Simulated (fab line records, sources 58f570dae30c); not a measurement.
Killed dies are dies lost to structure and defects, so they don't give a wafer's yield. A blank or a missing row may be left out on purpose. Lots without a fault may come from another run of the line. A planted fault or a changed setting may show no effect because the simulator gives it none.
One fault seen from 2 desks | flow berkeley_cmos170 | each desk has only its own numbers; what lay behind them comes last

THE METROLOGY DESK
What the gauges read, lot by lot, whatever tool the lot ran on: means of the sampled wafers that have a number. A lot is out of limits, marked OUT, if its mean lies more than 4 standard deviations from the usual mean; the brackets give that distance.
Columns: A = SCREENOX_OXIDE_THK at UCB170_SCREENOX_THK_MEAS_02, usual 14.41 nm; B = PVT_OVL at UCB170_PVT_OVL_MEAS_06, usual 3 nm; C = GATE_POLY_THK at UCB170_GATE_THK_MEAS_05, usual 214.9 nm
lot  | first seen here | A               | B  | C
L803 | day 6 12:38     | 13.91           | -3 | 213.1
L804 | day 6 12:40     | 14.42           | 5  | 213.1
L805 | day 6 12:40     | 14.00           | 2  | 213.9
L806 | day 6 23:38     | 14.33           | 2  | 210.8
L808 | day 6 23:41     | 14.47           | -5 | 216.9
L809 | day 7 13:02     | 14.14           | -3 | 217.5
L810 | day 7 13:02     | 14.35           | 5  | 215.3
L811 | day 7 22:43     | 14.31           | 3  | 216.4
L812 | day 7 22:43     | 14.40           | 4  | 217.0
L815 | day 8 06:36     | 14.55           | -3 | 214.1
L816 | day 8 20:37     | 14.47           | 0  | 214.2
L819 | day 9 07:58     | 10.73 (-15) OUT | -2 | 215.0
L818 | day 9 08:02     | 10.53 (-16) OUT | 3  | 216.2
L826 | day 11 01:56    | 14.54           | 5  | 212.6
This desk's finding: out of limits on L818, L819; first on L819, day 9 07:58 (SCREENOX_OXIDE_THK at UCB170_SCREENOX_THK_MEAS_02). In limits: L803, L804, L805, L806, L808, L809, L810, L811, L812, L815, L816, L826.

THE TOOL OWNER'S DESK: furnace-04
The tool's own readings at UCB170_SCREENOX_OXIDATION_01 (target thk 14.4 nm, ox time 2400 s): means of the sampled wafers that have a number, for each lot that ran on this tool. A lot is out of limits, marked OUT, if its mean lies more than 4 standard deviations from the usual mean; the brackets give that distance.
Columns: A = spike_tc_centre_C at UCB170_SCREENOX_OXIDATION_01, usual 902.2 C; B = spike_tc_load_C at UCB170_SCREENOX_OXIDATION_01, usual 923.1 C; C = spike_tc_source_C at UCB170_SCREENOX_OXIDATION_01, usual 925.0 C; D = tube_center_temp_C at UCB170_SCREENOX_OXIDATION_01, usual 900.00 C; E = tube_center_temp_C_max at UCB170_SCREENOX_OXIDATION_01, usual 902.4; F = zone_power_centre_pct at UCB170_SCREENOX_OXIDATION_01, usual 39.9 %
lot  | first seen here | A               | B               | C               | D                        | E               | F
L809 | day 7 11:22     | 902.6           | 922.9           | 924.7           | 899.97                   | 902.4           | 41.7
L810 | day 7 11:22     | 902.4           | 923.9           | 925.3           | 900.08                   | 903.0           | 42.0
L811 | day 7 21:02     | 902.5           | 924.7           | 924.0           | 899.96                   | 902.2           | 41.7
L812 | day 7 21:02     | 902.0           | 924.4           | 924.8           | 900.05                   | 902.8           | 42.0
L816 | day 8 18:55     | 902.9           | 924.5           | 925.6           | 899.93                   | 902.2           | 41.7
L818 | day 9 06:17     | 874.6 (-25) OUT | 896.8 (-19) OUT | 896.1 (-17) OUT | 872.69 (-99 or more) OUT | 874.7 (-71) OUT | 40.2
L819 | day 9 06:17     | 875.4 (-24) OUT | 896.7 (-19) OUT | 897.5 (-16) OUT | 872.74 (-99 or more) OUT | 875.0 (-70) OUT | 40.6
This desk's finding: out of limits on L818, L819; first on L818, day 9 06:17 (spike_tc_centre_C at UCB170_SCREENOX_OXIDATION_01). In limits: L809, L810, L811, L812, L816.

PUT TOGETHER
The tool owner's desk could have raised an alarm at day 9 06:17, on L818, L819.
The metrology desk could have raised an alarm at day 9 07:58, on L818, L819.
Of the lots named, all ran UCB170_SCREENOX_OXIDATION_01 on furnace-04.

WHAT THE SIMULATOR HAD PUT IN
Process parameter drift: furnace-04, from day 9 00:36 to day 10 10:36, at UCB170_SCREENOX_OXIDATION_01. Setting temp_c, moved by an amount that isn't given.
Lots struck among those shown: L818, L819.
Hours from the fault's start to each desk's first reading out of limits: the tool owner's desk, 6; the metrology desk, 7.
